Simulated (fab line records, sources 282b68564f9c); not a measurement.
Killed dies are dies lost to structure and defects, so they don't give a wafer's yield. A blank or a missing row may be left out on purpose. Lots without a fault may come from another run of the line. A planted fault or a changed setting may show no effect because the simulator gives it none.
Which tool did it? | flow rit_cmos | 13 lots, 39 wafers sampled, at 5 steps of a route of 202

WHAT THE GAUGES READ, wafer by wafer
RIT_PRETRO_OVL_MEAS_06. Usual: PRETRO_OVL -0.6 nm, standard deviation 1.6.
lot  | measured    | on         | PRETRO_OVL (nm) | flag
L393 | day 2 15:19 | overlay-02 | 1.6 0.0 2.4     |
L394 | day 2 18:50 | overlay-01 | -2.1 -0.9 -1.4  |
L395 | day 2 23:37 | overlay-01 | -1.3 0.0 -0.7   |
L396 | day 3 03:49 | overlay-02 | 0.8 -1.8 -0.9   |
L397 | day 3 08:08 | overlay-01 | -0.6 -1.3 -1.2  |
L398 | day 3 14:58 | overlay-02 | 1.2 1.1 3.5     |
L399 | day 3 19:52 | overlay-02 | 1.4 -0.4 1.4    |
L400 | day 3 23:17 | overlay-02 | -1.1 -0.9 -1.6  |
L401 | day 4 04:10 | overlay-01 | -3.1 -2.0 -3.2  |
L402 | day 4 09:22 | overlay-02 | 0.1 0.1 0.8     |
L404 | day 5 01:18 | overlay-01 | -3.4 -2.9 -2.1  |
L406 | day 5 13:24 | overlay-02 | 0.7 0.2 0.5     |
L407 | day 5 18:30 | overlay-01 | -2.9 -1.9 1.1   |

RIT_GATE_THK_MEAS_09. Usual: GATE_POLY_THK 250.0 nm, standard deviation 2.2.
lot  | measured    | on            | GATE_POLY_THK (nm) | flag
L393 | day 2 20:35 | film_metro-01 | 249.2 250.1 249.8  |
L394 | day 3 02:56 | film_metro-02 | 250.4 251.5 251.2  |
L395 | day 3 07:16 | film_metro-03 | 252.6 249.3 248.1  |
L396 | day 3 09:02 | film_metro-01 | 249.1 246.6 246.8  |
L397 | day 3 15:04 | film_metro-01 | 250.1 248.4 248.4  |
L398 | day 4 00:14 | film_metro-02 | 253.6 251.2 254.0  |
L399 | day 4 08:29 | film_metro-03 | 249.6 249.9 249.8  |
L400 | day 4 11:59 | film_metro-01 | 249.9 250.4 251.4  |
L401 | day 4 12:00 | film_metro-03 | 253.1 253.7 251.4  |
L402 | day 4 20:43 | film_metro-01 | 254.1 252.2 253.3  |
L404 | day 5 14:29 | film_metro-01 | 170.4 170.2 167.2  | OFF
L406 | day 6 05:51 | film_metro-03 | 168.8 170.0 169.0  | OFF
L407 | day 6 08:08 | film_metro-03 | 250.1 250.7 250.8  |

RIT_NLDD_OVL_MEAS_06. Usual: NLDD_OVL 0.2 nm, standard deviation 1.5.
lot  | measured    | on         | NLDD_OVL (nm)  | flag
L393 | day 3 04:02 | overlay-01 | 0.5 0.3 0.3    |
L394 | day 3 10:12 | overlay-02 | 1.0 0.5 2.5    |
L395 | day 3 14:02 | overlay-01 | 0.2 0.6 0.7    |
L396 | day 3 16:20 | overlay-01 | 1.0 0.4 0.9    |
L397 | day 3 23:23 | overlay-01 | -2.4 -3.6 -0.2 |
L398 | day 4 10:02 | overlay-01 | -1.1 1.3 1.9   |
L399 | day 4 18:05 | overlay-01 | -1.1 0.4 1.1   |
L400 | day 4 18:20 | overlay-02 | -1.5 -2.5 -0.4 |
L401 | day 4 18:35 | overlay-02 | 0.8 0.8 0.5    |
L402 | day 5 06:11 | overlay-01 | 0.8 2.6 0.6    |
L404 | day 5 23:36 | overlay-01 | 0.6 -0.1 0.8   |
L406 | day 6 15:10 | overlay-02 | -2.4 -1.6 1.2  |
L407 | day 6 15:25 | overlay-01 | -1.3 -1.4 -1.6 |

WHICH TOOL RAN EACH LOT (tool, then ch and the chambers of the sampled wafers, then the start)
lot  | RIT_GATE_CVD_08            | RIT_GATE_ETCH_19
L393 | lpcvd-02 ch 1, day 2 18:57 | rie_si-02 ch 1,2,3, day 2 21:55
L394 | lpcvd-02 ch 0, day 3 01:19 | rie_si-01 ch 1,2, day 3 04:16
L395 | lpcvd-01 ch 0, day 3 05:39 | rie_si-02 ch 0,2, day 3 08:46
L396 | lpcvd-01 ch 0, day 3 07:23 | rie_si-01 ch 0,3, day 3 10:27
L397 | lpcvd-02 ch 0, day 3 13:26 | rie_si-02 ch 0,2,3, day 3 16:26
L398 | lpcvd-01 ch 0, day 3 22:36 | rie_si-01 ch 1,2,3, day 4 01:26
L399 | lpcvd-02 ch 0, day 4 06:53 | rie_si-02 ch 1,2,3, day 4 10:03
L400 | lpcvd-02 ch 1, day 4 10:22 | rie_si-01 ch 0,2, day 4 13:14
L401 | lpcvd-02 ch 0, day 4 10:22 | rie_si-02 ch 0,1,3, day 4 13:27
L402 | lpcvd-02 ch 1, day 4 19:04 | rie_si-01 ch 0,1, day 4 21:54
L404 | lpcvd-02 ch 0, day 5 12:52 | rie_si-01 ch 0,1,3, day 5 15:49
L406 | lpcvd-02 ch 0, day 6 03:26 | rie_si-01 ch 1,2, day 6 07:19
L407 | lpcvd-01 ch 1, day 6 06:30 | rie_si-02 ch 0,2, day 6 09:20
- RIT_GATE_CVD_08: deposits poly-Si from SiH4, target thk 250 nm, time 2220 s.
- RIT_GATE_ETCH_19: etches poly-Si in SF6/CHF3/O2, stops on SiO2, time 165 s, target depth 312.5 nm.

WHAT THE TOOLS THEMSELVES READ (means of the sampled wafers that have a number; where no wafer has one, the mark that the record gives instead)
RIT_GATE_CVD_08. Usual: zone_power_centre_pct 28 %, standard deviation 3.
lot  | tool     | zone_power_centre_pct (%) | flag
L393 | lpcvd-02 | 25                        |
L394 | lpcvd-02 | 32                        |
L395 | lpcvd-01 | 26                        |
L396 | lpcvd-01 | 26                        |
L397 | lpcvd-02 | 32                        |
L398 | lpcvd-01 | 27                        |
L399 | lpcvd-02 | 32                        |
L400 | lpcvd-02 | 25                        |
L401 | lpcvd-02 | 32                        |
L402 | lpcvd-02 | 25                        |
L404 | lpcvd-02 | 32                        |
L406 | lpcvd-02 | 32                        |
L407 | lpcvd-01 | 28                        |

RIT_GATE_ETCH_19. Usual: drypump_motor_current_A 5.5 A, standard deviation 0.35; oes_product_au 0.851 a.u., standard deviation 0.014; throttle_valve_pct 10.24 %, standard deviation 0.11.
lot  | tool      | drypump_motor_current_A (A) | oes_product_au (a.u.) | throttle_valve_pct (%) | flag
L393 | rie_si-02 | 5.6                         | 0.854                 | 10.32                  |
L394 | rie_si-01 | 5.6                         | 0.851                 | 10.17                  |
L395 | rie_si-02 | 5.4                         | 0.840                 | 10.38                  |
L396 | rie_si-01 | 5.7                         | 0.851                 | 10.16                  |
L397 | rie_si-02 | 5.3                         | 0.845                 | 10.34                  |
L398 | rie_si-01 | 5.5                         | 0.853                 | 10.12                  |
L399 | rie_si-02 | 5.6                         | 0.855                 | 10.32                  |
L400 | rie_si-01 | 5.8                         | 0.861                 | 10.19                  |
L401 | rie_si-02 | 5.6                         | 0.858                 | 10.32                  |
L402 | rie_si-01 | 5.3                         | 0.872                 | 10.19                  |
L404 | rie_si-01 | 5.4                         | 0.661                 | 10.13                  | OFF
L406 | rie_si-01 | 5.2                         | 0.656                 | 10.14                  | OFF
L407 | rie_si-02 | 5.4                         | 0.839                 | 10.38                  |

THE ANSWER, worked out from the rows above alone
Rule: a lot is off if the mean of its wafers that have a number lies more than 3 standard deviations from the usual mean. A lot without any number at a reading at which 4 lots or more have one is off too. The other lots that the step has rows for count as sound. The gauges are gone through in route order, then the tools' own readings, and for those a lot's mean is taken as printed above. The first step at which some lot is off is used, and at that step the reading that is off furthest; a lot without a number counts as furthest.
Off: L404, L406, at RIT_GATE_THK_MEAS_09 (GATE_POLY_THK).
A tool fits if, at a process step before that reading, it ran every lot that is off, and no sound lot after the first of them. The gauges at RIT_GATE_THK_MEAS_09 aren't tried: what is off there is off at RIT_GATE_ETCH_19 too, on other tools, and a gauge's error can't cause that. One fits: lpcvd-02 at RIT_GATE_CVD_08. Its last sound lot is L402 (day 4 19:04), its first lot that is off L404 (day 5 12:52): a fault that began between those two fits.

WHAT THE SIMULATOR HAD PUT IN
Process parameter drift: lpcvd-02, from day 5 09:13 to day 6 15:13, at RIT_GATE_CVD_08. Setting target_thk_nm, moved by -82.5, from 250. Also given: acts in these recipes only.
Lots struck among those shown: L404, L406. The rule above found the same.
